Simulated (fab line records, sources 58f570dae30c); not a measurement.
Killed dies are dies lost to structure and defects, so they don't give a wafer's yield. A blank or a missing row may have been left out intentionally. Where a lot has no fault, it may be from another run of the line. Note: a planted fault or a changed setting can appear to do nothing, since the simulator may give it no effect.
One fault seen from 2 desks / flow berkeleyCmos170 / each desk holds nothing but its own numbers, with what lay behind them at the end

== THE TOOL OWNER'S DESK: wetBench-01 ==
The tool's own readings at UCB170_FIELD_WET_ETCH_05 (etches Si3N4 in H3PO4, time 12600 s): means of the sampled wafers that have a number, for each lot that ran on this tool. A lot is out of limits, marked OUT, if its mean lies more than 4 standard deviations from the usual mean; the brackets give that distance.
Columns: A = bathGuardTempC at UCB170_FIELD_WET_ETCH_05, usual 159.7 C; B = runLengthS at UCB170_FIELD_WET_ETCH_05, usual 12627 s
lot=L303; first seen here=day 5 11:58; A=160.1; B=12627
lot=L305; first seen here=day 6 11:22; A=159.1; B=12624
lot=L306; first seen here=day 6 11:22; A=159.1; B=12626
lot=L307; first seen here=day 6 19:31; A=160.3; B=12627
lot=L308; first seen here=day 6 19:31; A=160.2; B=12625
lot=L309; first seen here=day 6 19:31; A=159.1; B=12625
lot=L310; first seen here=day 7 08:02; A=159.1; B=12627
lot=L311; first seen here=day 7 08:02; A=160.3; B=12626
lot=L315; first seen here=day 8 04:17; A=160.4; B=25228 (+99 or more) OUT
lot=L316; first seen here=day 8 04:17; A=160.1; B=25226 (+99 or more) OUT
This desk's finding: out of limits on L315, L316; first on L315, day 8 04:17 (runLengthS at UCB170_FIELD_WET_ETCH_05). L303, L305, L306, L307, L308, L309, L310, L311: within limits.

== FROM THE METROLOGY DESK ==
What the gauges read for every lot (on any tool): the sampled wafers with a number, averaged. A lot is out of limits, marked OUT, if its mean lies more than 4 standard deviations from the usual mean; the brackets give that distance.
Columns: A = PWELL_OVL at UCB170_PWELL_OVL_MEAS_13, usual 0 nm; B = ACTIVE_NITRIDE_THK at UCB170_ACTIVE_THK_MEAS_06, usual 220.5 nm; C = ACTIVE_OVL at UCB170_ACTIVE_OVL_MEAS_14, usual 1 nm; D = FIELD_OXIDE_LEFT_1_THK at UCB170_FIELD_THK_MEAS_90, usual 446 nm; E = FIELD_OXIDE_LEFT_2_THK at UCB170_FIELD_THK_MEAS_91, usual 357 nm
lot=L303; first seen here=day 3 10:49; A=1; B=223.1; C=-2; D=457; E=369
lot=L304; first seen here=day 3 17:52; A=2; B=218.2; C=-5; D=428; E=340
lot=L306; first seen here=day 4 00:41; A=-4; B=223.3; C=10; D=450; E=361
lot=L305; first seen here=day 4 00:55; A=0; B=222.4; C=-2; D=432; E=343
lot=L308; first seen here=day 4 09:17; A=-2; B=222.6; C=5; D=437; E=348
lot=L307; first seen here=day 4 09:32; A=-4; B=220.1; C=1; D=458; E=369
lot=L309; first seen here=day 4 09:41; A=6; B=216.6; C=5; D=446; E=356
lot=L310; first seen here=day 4 23:50; A=-4; B=218.9; C=-3; D=450; E=363
lot=L311; first seen here=day 5 00:04; A=1; B=221.9; C=-3; D=452; E=364
lot=L315; first seen here=day 5 20:18; A=-2; B=218.2; C=2; D=402; E=313 (-4.0) OUT
lot=L316; first seen here=day 5 20:35; A=3; B=222.1; C=-0; D=420; E=331
This desk reports L315 out of limits; the earliest was L315 at day 9 09:13 (FIELD_OXIDE_LEFT_2_THK at UCB170_FIELD_THK_MEAS_91). L303, L304, L306, L305, L308, L307, L309, L310, L311, L316: within limits.

== TAKEN TOGETHER ==
The tool owner's desk could have raised an alarm at day 8 04:17, on L315, L316.
An alarm was possible from the metrology desk at day 9 09:13, on L315.
The metrology desk holds a record of L316, inside its limits.
On wetBench-01, each named lot ran UCB170_FIELD_WET_ETCH_05.

== WHAT THE SIMULATOR HAD PUT IN ==
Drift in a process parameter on wetBench-01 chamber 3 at UCB170_FIELD_WET_ETCH_05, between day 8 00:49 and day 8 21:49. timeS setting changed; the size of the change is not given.
Lots struck among those shown: L315, L316.
Hours from the fault's start to each desk's first reading out of limits: the tool owner's desk, 3; the metrology desk, 32.
